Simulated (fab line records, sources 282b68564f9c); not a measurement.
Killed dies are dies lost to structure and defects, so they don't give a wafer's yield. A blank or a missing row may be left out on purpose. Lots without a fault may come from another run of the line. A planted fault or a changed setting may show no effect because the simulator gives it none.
fab line records | flow rit_cmos
record lots=7 wafers=21 last_day=7
route steps=202 shown PLDD@123 SPACER@125 NSD@131
lots that met no fault: from a run of the same line without faults
start_h: hours from the record's first day to the start of the lot's first wafer shown | wait_h: hours since the lot's step before | " the same as in the row above | L1.1+2: a row that stands for several wafers | - no value, or no start given | * or withheld: withheld | < > ~ a bound
route shown NAME@n: a module of which the file shows steps, and the number in the route of the first | usual: mean/standard deviation of fault-free wafers | same: alike in all rows | chamber/n: place in a boat | sites: the reading at each site | _std_site: their standard deviation | _edge_site: outer sites' mean less inner sites' | radius_mm: how far each site lies from the wafer's centre | mask NAME#n: copy n | behind: the tool/chamber that last shaped the wafer | hold: why the lot was held/for how many hours/how that ended | device: the transistor (n, p or np) that didn't switch | end of line: the same wafers' tests at the end of the route | a step without rows: its recipe alone | killed: dies lost to structure and defects at the first sort, not the wafer's yield | map: a wafer's dies, x killed, . not, _ none there
set.NAME: the setting as run; set.NAME@STEP: as run at that earlier step | model.NAME: the simulator's own value behind a step, which no gauge read
lots at some steps of the route; a table a step, a row a wafer
services: from which hour (start_h, from the record's first day; less than 0 if before it) a tool's chamber was out of use, for how many hours, and why
## steps
# step RIT_PLDD_STRIP_09
# recipe chemistry=O2 time_s=180 resist=NOVOLAK platen_temp_c=withheld power_w=500 pressure_mtorr=4000 o2_flow_sccm=4000
# usual drypump_motor_current_A=5.9/0.41
# columns lot.wafer tool chamber start_h wait_h drypump_motor_current_A rf_hours_counter_h
L990.2 plasma_asher-04 0 72.23 0.1 6.2 25
L990.5 " 0 " " 6.2 -
L990.6 " 1 " " 5.5 -
L991.1 plasma_asher-04 0 84.66 0.1 6.2 27
L991.4 " 1 " " 5.5 -
L991.5 " 1 " " 5.5 -
L999.2 plasma_asher-01 0 129.67 0.1 5.5 0
L999.3 " 0 " " 5.5 -
L999.4 " 1 " " 6.5 -
L105.2 plasma_asher-03 1 149.34 0.1 5.6 53
L105.3 " 0 " " 5.8 -
L105.4 " 1 " " 5.7 -
L106.1 plasma_asher-01 1 153.97 0.1 6.5 3
L106.3 " 0 " " 5.4 -
L106.4 " 1 " " 6.5 -
L107.3 plasma_asher-04 0 155.53 0.1 6.2 -
L107.5 " 1 " " 5.5 -
L107.6 " 0 " " 6.2 -
L108.1 plasma_asher-03 0 159.90 0.1 5.8 54
L108.2 " 1 " " 5.7 54
L108.3 " 1 " " 5.7 -
# step RIT_PLDD_TW_MEAS_10
# usual PLDD_TW=2342/17
# columns lot.wafer tool chamber start_h wait_h PLDD_TW
L990.2 film_metro-01 - 72.41 0.1 2346
L990.5 " - " " 2346
L990.6 " - " " 2348
L991.1 film_metro-01 - 84.83 0.1 2338
L991.4 " - " " 2331
L991.5 " - " " 2340
L999.2 film_metro-04 - 129.85 0.1 2368
L999.3 " - " " 2355
L999.4 " - " " 2371
L105.2 film_metro-02 - 149.52 0.1 2325
L105.3 " - " " 2320
L105.4 " - " " 2318
L106.1 film_metro-02 - 154.14 0.1 2336
L106.3 " - " " 2324
L106.4 " - " " 2327
L107.3 film_metro-02 - 155.66 0.1 2333
L107.5 " - " " 2332
L107.6 " - " " 2333
L108.1 film_metro-01 - 160.08 0.1 2357
L108.2 " - " " 2330
L108.3 " - " " 2355
# step RIT_SPACER_CLEAN_00
# recipe chemistry=SC1 mix=3:3:50 time_s=600 temp_c=75
# step RIT_SPACER_CLEAN_01
# recipe chemistry=dHF dilution=50:1 time_s=30
# step RIT_SPACER_CLEAN_02
# recipe chemistry=SC2 mix=3:3:50 time_s=600 temp_c=75 dry=n2_spin
# step RIT_SPACER_CVD_03
# recipe material=Si3N4 target_thk_nm=250 temp_c=810 precursor=SiH2Cl2/NH3 time_s=3232 pressure_mtorr=300 sih2cl2_flow_sccm=60 nh3_flow_sccm=150
# step RIT_SPACER_THK_MEAS_04
# recipe reads=Si3N4_of_SPACER_CVD_03
# usual SPACER_NITRIDE_THK=244.1/2.1
# columns lot.wafer tool chamber start_h wait_h SPACER_NITRIDE_THK[nm]
L990.2 film_metro-01 - 74.79 0.0 244.7
L990.5 " - " " 244.0
L990.6 " - " " 244.8
L991.1 film_metro-03 - 87.19 0.0 242.0
L991.4 " - " " 243.2
L991.5 " - " " 240.2
L999.2 film_metro-03 - 132.20 0.0 238.5
L999.3 " - " " 242.7
L999.4 " - " " 241.5
L105.2 film_metro-03 - 151.87 0.0 245.0
L105.3 " - " " 243.3
L105.4 " - " " 244.2
L106.1 film_metro-02 - 156.55 0.0 240.8
L106.3 " - " " 242.2
L106.4 " - " " 244.5
L107.3 film_metro-02 - 159.42 0.0 241.5
L107.5 " - " " 242.0
L107.6 " - " " 243.3
L108.1 film_metro-01 - 164.35 0.0 243.0
L108.2 " - " " 239.7
L108.3 " - " " 241.6
# step RIT_SPACER_ETCHBACK_05
# recipe target_depth_a=2500 SF6_flow_sccm=30 CHF3_flow_sccm=30 target=Si3N4 chemistry=SF6/CHF3 pressure_mtorr=40 rf_w=250 time_s=240 stop_on=SiO2
# usual CHF3_flow_sccm=30.02/0.093 drypump_motor_current_A=5.6/0.4 oes_product_au=0.827/0.013 throttle_valve_pct=10.26/0.15
# columns lot.wafer tool chamber start_h wait_h CHF3_flow_sccm drypump_motor_current_A oes_product_au rf_hours_counter_h throttle_valve_pct
L990.2 rie_diel-03 2 74.84 0.0 30.16 6.1 0.840 163 10.04
L990.5 " 2 " " 30.09 6.1 0.840 - 10.06
L990.6 " 3 " " 29.99 5.7 0.847 - 10.26
L991.1 rie_diel-04 1 87.25 0.1 30.05 5.0 0.837 118 10.19
L991.4 " 2 " " 29.96 5.8 0.821 7 10.58
L991.5 " 2 " " 30.10 5.8 0.813 - 10.60
L999.2 rie_diel-04 1 132.25 0.0 29.97 4.9 0.825 119 10.19
L999.3 " 0 " " 29.87 6.2 0.827 14 10.35
L999.4 " 2 " " 30.02 5.8 0.810 8 10.59
L105.2 rie_diel-03 3 151.92 0.0 30.02 5.7 0.806 1 10.29
L105.3 " 0 " " 30.09 5.3 0.815 8 10.39
L105.4 " 2 " " 30.02 6.1 0.829 1 10.03
L106.1 rie_diel-02 1 156.61 0.1 30.13 4.8 0.818 110 10.48
L106.3 " 0 " " 29.98 6.0 0.828 12 10.15
L106.4 " 3 " " 29.90 5.4 0.833 74 10.24
L107.3 rie_diel-03 0 159.46 0.0 29.91 5.3 0.808 8 10.37
L107.5 " 0 " " 29.98 5.3 0.813 - 10.39
L107.6 " 1 " " 30.21 5.3 0.819 - 10.13
L108.1 rie_diel-04 0 164.41 0.1 29.98 6.2 0.837 15 10.34
L108.2 " 1 " " 29.91 5.0 0.820 120 10.19
L108.3 " 2 " " 29.79 5.8 0.809 9 10.59
# step RIT_NSD_HMDS_00
# recipe prime_time_s=60 prime_temp_c=140
# step RIT_NSD_COAT_01
# recipe resist=NOVOLAK spin_rpm=3250 resist_thk_nm=1000
# step RIT_NSD_SOFTBAKE_02
# recipe resist=NOVOLAK temp_c=90 time_s=60
# step RIT_NSD_EXPOSE_03
# recipe mask_id=M9 na=0.57 target_cd_nm=40700 dose_mj=250
# step RIT_NSD_PEB_04
# recipe resist=NOVOLAK temp_c=withheld time_s=withheld
# usual chill_plate_temp_C=* exhaust_pa=45.2/0.81 resist_line_temp_C=*
# columns lot.wafer tool chamber start_h wait_h chill_plate_temp_C exhaust_pa resist_line_temp_C
L990.2 litho_track-02 0 75.70 0.1 * 45.0 *
L990.5 " 0 " " * 46.3 *
L990.6 " 0 " " * 44.9 *
L991.1 litho_track-04 0 87.97 0.1 * 44.8 *
L991.4 " 0 " " * 43.5 *
L991.5 " 0 " " * 44.9 *
L999.2 litho_track-04 0 133.11 0.1 * 45.6 *
L999.3 " 0 " " * 45.4 *
L999.4 " 0 " " * 45.2 *
L105.2 litho_track-04 - 153.08 0.3 - - -
L105.3 " - " " - - -
L105.4 " - " " - - -
L106.1 litho_track-02 - 157.32 0.1 - - -
L106.3 " - " " - - -
L106.4 " - " " - - -
L107.3 litho_track-03 - 160.35 0.1 - - -
L107.5 " - " " - - -
L107.6 " - " " - - -
L108.1 litho_track-02 0 165.25 0.1 * 45.1 *
L108.2 " 0 " " * 44.5 *
L108.3 " 0 " " * 45.2 *
# step RIT_NSD_DEVELOP_05
# recipe resist=NOVOLAK develop_time_s=50 dev_temp_c=23
## services
# columns tool chamber start_h hours kind
rie_diel-03 - 72.23 0.4 repair
rie_diel-03 2 76.22 - clean
rie_diel-03 2 76.22 24.6 scheduled_down
rie_diel-03 2 76.22 24.6 vent_cycle
plasma_asher-03 - 91.42 15.0 pm
rie_diel-03 3 100.78 - clean
rie_diel-03 3 100.78 16.7 scheduled_down
rie_diel-03 3 100.78 16.7 vent_cycle
rie_diel-03 0 103.13 20.8 repair
plasma_asher-01 - 106.39 14.1 pm
rie_diel-04 2 109.09 2.8 repair
plasma_asher-01 - 120.52 9.0 pm
plasma_asher-01 0 120.52 9.0 vent_cycle
plasma_asher-01 1 120.52 9.0 vent_cycle
plasma_asher-01 0 129.52 - clean
plasma_asher-01 1 129.52 - clean
rie_diel-03 - 132.29 0.1 repair
## key
first_sign step=RIT_NSD_PEB_04 reading=tool_record direction=missing
effect none on later readings
met_at RIT_NSD_PEB_04
struck_wafers L105.2,L105.3,L105.4,L106.1,L106.3,L106.4,L107.3,L107.5,L107.6
sort_left_out L105.2,L105.3,L105.4,L106.1,L106.3,L106.4,L107.3,L107.5,L107.6
tester_left_out L105,L106,L107
onset_between 133.11 153.08
fault kind=skipped_step_whole tool=litho_track-02,litho_track-03,litho_track-04 chamber=- onset_h=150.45 steps=RIT_NSD_PEB_04 scope=struck_lots_only
# tester_left_out: of these lots the tester's yield and bins aren't shown, on N5 and GAA mostly nor the transistor test; their killed dies are dies lost to structure and defects alone, not to doping, threshold or leakage, so they don't give the yield
# sort_left_out: the simulated sort isn't trusted on such a fault, so these wafers' sort isn't shown, and their yield isn't known
